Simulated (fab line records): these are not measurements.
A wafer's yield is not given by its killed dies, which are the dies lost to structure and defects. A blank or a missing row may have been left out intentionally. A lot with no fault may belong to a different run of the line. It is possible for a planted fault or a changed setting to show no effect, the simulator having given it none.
Split-lot experiment | flow rit_cmos | 5 lots, 23 wafers read, on a route of 202 steps

== ABOUT THE SPLIT ==
At RIT_GATE_ETCH_19 (etches poly-Si in SF6/CHF3/O2, stops on SiO2, time 165 s, target depth 312.5 nm), the setting rf_w was moved away from the recipe's 160 W on 10 of the 23 wafers read, by -6.2% to +8.8%. This setting was run at the recipe's value on the other wafers.

The reading comes from the split's own step.

== THE READING ==
NOVOLAK_of_GATE_COAT_11.thk_nm (the simulator's own value, which no gauge read), in nm, at RIT_GATE_ETCH_19 (etches poly-Si in SF6/CHF3/O2, stops on SiO2, time 165 s, target depth 312.5 nm). The file gives no usual value for it. Across the 13 wafers here that went through the recipe, the average is 662.9 nm and the standard deviation 2.7 nm.

wafer  | tool, chamber at the split | rf_w as run, W | against the recipe | NOVOLAK_of_GATE_COAT_11.thk_nm, nm | against lot-mates on the recipe
L074.2 | rie_si-02, 1               | 173.5          | +8.4%              | 654.1                              | -6.8
L074.3 | rie_si-02, 2               | 160            | recipe             | 659                                | -
L074.4 | rie_si-02, 3               | 173.5          | +8.4%              | 656.3                              | -4.6
L074.5 | rie_si-02, 0               | 160            | recipe             | 660.8                              | -
L074.6 | rie_si-02, 3               | 160            | recipe             | 663                                | -
L076.2 | rie_si-02, 2               | 160            | recipe             | 660.8                              | -
L076.5 | rie_si-02, 0               | 160            | recipe             | 661                                | -
L076.6 | rie_si-02, 1               | 160            | recipe             | 663.1                              | -
L077.1 | rie_si-01, 3               | 150.1          | -6.2%              | 671.4                              | +4.4
L077.3 | rie_si-01, 1               | 150.1          | -6.2%              | 671.3                              | +4.3
L077.4 | rie_si-01, 2               | 150.1          | -6.2%              | 670.6                              | +3.6
L077.5 | rie_si-01, 2               | 160            | recipe             | 666.5                              | -
L077.6 | rie_si-01, 3               | 160            | recipe             | 667.5                              | -
L079.1 | rie_si-01, 2               | 160            | recipe             | 660.7                              | -
L079.2 | rie_si-01, 0               | 160            | recipe             | 659.3                              | -
L079.4 | rie_si-01, 1               | 174.1          | +8.8%              | 651.2                              | -8.8
L079.5 | rie_si-01, 1               | 174.1          | +8.8%              | 651.6                              | -8.4
L079.6 | rie_si-01, 0               | 174.1          | +8.8%              | 652                                | -8.0
L082.1 | rie_si-02, 0               | 168.5          | +5.3%              | 660.8                              | -4.5
L082.2 | rie_si-02, 3               | 160            | recipe             | 664.9                              | -
L082.4 | rie_si-02, 3               | 160            | recipe             | 666.1                              | -
L082.5 | rie_si-02, 1               | 168.5          | +5.3%              | 662.9                              | -2.4
L082.6 | rie_si-02, 0               | 160            | recipe             | 665                                | -

THE FIT
A straight line over all 23 wafers: NOVOLAK_of_GATE_COAT_11.thk_nm changes by -1.12 nm for each +1% of rf_w; r = -0.89; the points scatter about the line by 2.8 nm.
The same after taking each lot's own level away (the mean of its wafers on the recipe; 23 wafers): -0.78 nm for each +1%; r = -0.95; scatter 1.2 nm.
Per that fit: largest rf_w move, reading shift of 6.9 nm.
From 660.00 to 667.00 nm: that is the span of the lots' own levels, equal to 2.5 times the standard deviation above.
In other words, the slope is changed by the lot-to-lot level; the two fits disagree.
Check: with one of the wafers moved furthest among these (+8.8%) left out of the fit, the line predicts -6.72 nm for it against its lot-mates. It came out at -8.8 nm against them.
Tool readings at the split's step, against how far the setting was moved: oes_product_au r = +0.42.

== THESE WAFERS: OTHER SPLITS ==
Before the reading, these wafers also passed through other splits. Each is held against what the fit with the lots' levels taken away leaves over:
other split on the same wafers | wafers away from the commonest value | r with NOVOLAK_of_GATE_COAT_11.thk_nm (lot level and that fit taken away)
RIT_GATE_EXPOSE_13 dose_mj     | 4                                    | +0.11

== FILE'S OWN FIT ==
NOVOLAK_of_GATE_COAT_11.thk_nm changes by -0.775 nm for each +1% of rf_w, r = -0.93.
